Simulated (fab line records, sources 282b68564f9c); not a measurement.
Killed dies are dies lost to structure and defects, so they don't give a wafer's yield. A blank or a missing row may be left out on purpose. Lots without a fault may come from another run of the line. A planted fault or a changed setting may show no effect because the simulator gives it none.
Which tool did it? | flow rit_cmos | 15 lots, 45 wafers sampled, at 4 steps of a route of 202

WHAT THE GAUGES READ, wafer by wafer
RIT_NLDD_OVL_MEAS_06.
lot  | measured    | on         | NLDD_OVL (nm)
L431 | day 3 04:38 | overlay-02 | 0.9 2.4 1.4
L432 | day 3 08:03 | overlay-02 | 2.1 0.0 -0.5
L433 | day 3 12:14 | overlay-01 | 1.0 0.8 1.9
L436 | day 4 01:56 | overlay-01 | 2.4 1.6 1.1
L442 | day 5 07:45 | overlay-02 | 0.3 -0.8 0.3
L443 | day 5 14:58 | overlay-01 | 1.5 1.6 1.6
L444 | day 5 17:37 | overlay-01 | -1.7 0.5 -0.5
L446 | day 6 04:47 | overlay-01 | 2.0 1.3 0.9
L447 | day 6 14:00 | overlay-01 | 2.6 2.3 1.2
L448 | day 6 21:05 | overlay-01 | 0.2 0.2 1.1
L449 | day 7 03:49 | overlay-02 | 1.1 -0.7 0.0
L450 | day 7 07:48 | overlay-02 | -0.5 -0.2 0.0
L451 | day 7 14:43 | overlay-01 | -0.2 -0.1 -0.4
L452 | day 7 22:32 | overlay-01 | -0.3 -0.4 0.2
L453 | day 8 01:31 | overlay-02 | -0.3 -0.8 -0.6

RIT_SDANNEAL_RS_MEAS_05: measures by four-point-probe.
lot  | measured    | on            | NSD_RS (ohm/sq)
L431 | day 3 14:46 | film_metro-01 | 84.73 84.89 84.71
L432 | day 3 16:53 | film_metro-01 | 85.58 85.46 85.61
L433 | day 3 21:11 | film_metro-03 | 85.83 85.86 85.71
L436 | day 4 10:53 | film_metro-04 | 85.60 85.33 85.70
L442 | day 5 16:05 | film_metro-04 | 84.49 84.52 84.36
L443 | day 6 00:01 | film_metro-04 | 84.59 84.63 84.73
L444 | day 6 01:45 | film_metro-04 | 84.47 84.35 84.50
L446 | day 6 12:53 | film_metro-01 | 84.51 84.40 84.37
L447 | day 6 21:53 | film_metro-04 | 84.52 84.36 84.48
L448 | day 7 05:05 | film_metro-04 | 84.77 84.93 84.74
L449 | day 7 12:13 | film_metro-01 | 84.68 84.71 84.88
L450 | day 7 15:44 | film_metro-04 | 84.17 84.63 84.54
L451 | day 7 22:40 | film_metro-01 | 84.70 84.67 84.49
L452 | day 8 07:48 | film_metro-04 | 84.28 84.54 84.51
L453 | day 8 09:40 | film_metro-04 | 84.32 84.39 84.28

RIT_CONTACT_OVL_MEAS_09.
lot  | measured    | on         | CONTACT_OVL (nm)
L431 | day 3 16:50 | overlay-01 | 2.0 1.1 4.4
L432 | day 3 19:05 | overlay-02 | -2.7 -2.2 -2.0
L433 | day 3 23:15 | overlay-02 | 1.2 2.4 -0.3
L436 | day 4 12:57 | overlay-02 | -1.4 -1.6 -1.1
L442 | day 5 18:08 | overlay-02 | 1.7 1.9 0.8
L443 | day 6 02:04 | overlay-02 | -0.3 -0.3 -1.1
L444 | day 6 03:50 | overlay-01 | 0.4 0.9 -1.1
L446 | day 6 14:56 | overlay-01 | -0.6 1.6 1.2
L447 | day 7 00:04 | overlay-02 | 1.5 0.7 3.5
L448 | day 7 07:17 | overlay-02 | 0.0 0.3 0.5
L449 | day 7 14:41 | overlay-02 | 2.7 2.0 0.2
L450 | day 7 17:58 | overlay-02 | -0.6 -0.7 -2.4
L451 | day 8 00:44 | overlay-01 | 0.9 0.3 -0.1
L452 | day 8 09:58 | overlay-01 | 1.3 -0.2 0.3
L453 | day 8 11:44 | overlay-01 | 0.1 2.5 3.6

WHICH TOOL RAN EACH LOT (tool, then ch and the chambers of the sampled wafers, then the start)
lot  | RIT_NSD_IMPLANT_08
L431 | implanter-03 ch 0, day 3 12:07
L432 | implanter-03 ch 0, day 3 14:14
L433 | implanter-03 ch 0, day 3 18:43
L436 | implanter-03 ch 0, day 4 08:20
L442 | implanter-01 ch 0, day 5 13:34
L443 | implanter-01 ch 0, day 5 21:34
L444 | implanter-01 ch 0, day 5 23:17
L446 | implanter-04 ch 0, day 6 10:32
L447 | implanter-03 ch 0, day 6 19:32
L448 | implanter-01 ch 0, day 7 02:44
L449 | implanter-01 ch 0, day 7 09:40
L450 | implanter-03 ch 0, day 7 13:19
L451 | implanter-03 ch 0, day 7 20:15
L452 | implanter-03 ch 0, day 8 05:28
L453 | implanter-01 ch 0, day 8 07:11
- RIT_NSD_IMPLANT_08

WHAT THE TOOLS THEMSELVES READ (means of the sampled wafers that have a number; where no wafer has one, the mark that the record gives instead)
RIT_NSD_IMPLANT_08.
lot  | tool         | beam_energy_keV
L431 | implanter-03 | 25.002
L432 | implanter-03 | 22.492
L433 | implanter-03 | 22.500
L436 | implanter-03 | 22.500
L442 | implanter-01 | 25.001
L443 | implanter-01 | 24.996
L444 | implanter-01 | 25.000
L446 | implanter-04 | 25.004
L447 | implanter-03 | 25.000
L448 | implanter-01 | 25.004
L449 | implanter-01 | 25.001
L450 | implanter-03 | 25.007
L451 | implanter-03 | 25.011
L452 | implanter-03 | 25.000
L453 | implanter-01 | 24.998

THE ANSWER, worked out from the rows above alone
Rule: what is usual is taken from the lots themselves. Put in order of their means at a reading, lots are off if they are a third of the lots or fewer, leave a main group of 4 or more, and stand apart from it by a gap of 3 or more times the standard deviation of the main group's means; of several such gaps the widest counts. A main group whose means are all the same, to the digits that the tables above print for the reading, isn't used. A lot without any number at a reading at which 4 lots or more have one is off too. The other lots that the step has rows for count as sound. The gauges are gone through in route order, then the tools' own readings, and for those a lot's mean is taken as printed above. The first step at which some lot is off is used, and at that step the reading that is off furthest; a lot without a number counts as furthest.
Off: L432, L433, L436, at RIT_SDANNEAL_RS_MEAS_05 (NSD_RS). The main group: mean 84.55 ohm/sq, standard deviation 0.16.
A tool fits if, at a process step before that reading, it ran every lot that is off, and no sound lot after the first of them. The gauges at RIT_SDANNEAL_RS_MEAS_05 aren't tried: what is off there is off at RIT_NSD_IMPLANT_08 too, on other tools, and a gauge's error can't cause that. None of those tried fits.

WHAT THE SIMULATOR HAD PUT IN
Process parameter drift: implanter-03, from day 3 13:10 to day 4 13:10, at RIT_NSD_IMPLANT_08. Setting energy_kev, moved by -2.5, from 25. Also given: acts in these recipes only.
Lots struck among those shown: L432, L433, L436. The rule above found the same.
